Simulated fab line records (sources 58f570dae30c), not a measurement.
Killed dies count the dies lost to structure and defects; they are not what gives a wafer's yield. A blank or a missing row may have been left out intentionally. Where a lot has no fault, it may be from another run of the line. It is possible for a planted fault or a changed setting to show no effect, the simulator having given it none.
Split-lot trial + flow berkeley-cmos170 + 23 wafers read across 5 lots, on a route 331 steps long

== THE SPLIT ==
At UCB170_NWELL_IMPLANT_14, the setting dose-cm2 was moved away from the recipe's 1e+13 on 8 of the 23 wafers read, by -6.9% to +6.5%. All remaining wafers had this setting at the recipe value.

== FROM THE SPLIT TO THE READING: what the file shows between them, 1 step ==
- UCB170_NWELL_STRIP_15: strips in O2

== THE READING ==
NWELL_TW, at UCB170_NWELL_TW_MEAS_16. Typical for fault-free wafers on this fab line: 1252, with standard deviation 10.

| wafer  | tool, chamber at the split | dose-cm2 as run | against the recipe | NWELL_TW | against lot-mates on the recipe |
|--------|----------------------------|-----------------|--------------------|----------|---------------------------------|
| L074.1 | implanter-04, 0            | 1e+13           | recipe             | 1251     | -                               |
| L074.3 | implanter-04, 0            | 1e+13           | recipe             | 1256     | -                               |
| L074.4 | implanter-04, 0            | 1e+13           | recipe             | 1263     | -                               |
| L074.5 | implanter-04, 0            | 9.311e+12       | -6.9%              | 1232     | -25                             |
| L074.6 | implanter-04, 0            | 9.311e+12       | -6.9%              | 1231     | -26                             |
| L076.1 | implanter-02, 0            | 1e+13           | recipe             | 1265     | -                               |
| L076.2 | implanter-02, 0            | 1e+13           | recipe             | 1252     | -                               |
| L076.3 | implanter-02, 0            | 1e+13           | recipe             | 1256     | -                               |
| L077.1 | implanter-04, 0            | 9.658e+12       | -3.4%              | 1246     | -12                             |
| L077.2 | implanter-04, 0            | 1e+13           | recipe             | 1258     | -                               |
| L077.4 | implanter-04, 0            | 1e+13           | recipe             | 1260     | -                               |
| L077.5 | implanter-04, 0            | 1e+13           | recipe             | 1256     | -                               |
| L077.6 | implanter-04, 0            | 9.658e+12       | -3.4%              | 1241     | -17                             |
| L079.1 | implanter-01, 0            | 1e+13           | recipe             | 1244     | -                               |
| L079.2 | implanter-01, 0            | 1.065e+13       | +6.5%              | 1267     | +27                             |
| L079.4 | implanter-01, 0            | 1.065e+13       | +6.5%              | 1272     | +32                             |
| L079.5 | implanter-01, 0            | 1e+13           | recipe             | 1232     | -                               |
| L079.6 | implanter-01, 0            | 1e+13           | recipe             | 1243     | -                               |
| L083.1 | implanter-02, 0            | 1e+13           | recipe             | 1257     | -                               |
| L083.2 | implanter-02, 0            | 1e+13           | recipe             | 1257     | -                               |
| L083.3 | implanter-02, 0            | 9.78e+12        | -2.2%              | 1250     | -8                              |
| L083.5 | implanter-02, 0            | 9.78e+12        | -2.2%              | 1252     | -6                              |
| L083.6 | implanter-02, 0            | 1e+13           | recipe             | 1261     | -                               |

FIT RESULTS
A straight line over all 23 wafers: NWELL_TW changes by +2.79 for each +1% of dose-cm2; r = +0.77; the points scatter about the line by 7.3.
The same after taking each lot's own level away (the mean of its wafers on the recipe; 23 wafers): +4.11 for each +1%; r = +0.96; scatter 4.
That fit puts the effect of the largest move of dose-cm2 on the reading at 28.
The span of the lots' own levels, 1239.7 to 1258.3, comes to 1.9 times the standard deviation stated above.
So the lot-to-lot level blurs the effect unless lot-mates are compared.
Check: with one of the wafers moved furthest among these (-6.9%) left out of the fit, the line predicts -28.6 for it against its lot-mates. Against them it came out at -24.7.

== FURTHER SPLITS ON THESE WAFERS ==
These wafers also went through other splits before the reading. Each is held against what the fit with the lots' levels taken away leaves over:
| other split on the same wafers    | wafers away from the commonest value | r with NWELL_TW (lot level and that fit taken away) |
|-----------------------------------|--------------------------------------|-----------------------------------------------------|
| UCB170_ZERO_COAT_01 resist-thk-nm | 8                                    | -0.25                                               |
| UCB170_NWELL_CVD_04 time-s        | 10                                   | -0.12                                               |

== FILE'S OWN FIT ==
NWELL_TW changes by +4.09 for each +1% of dose-cm2, r = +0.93.
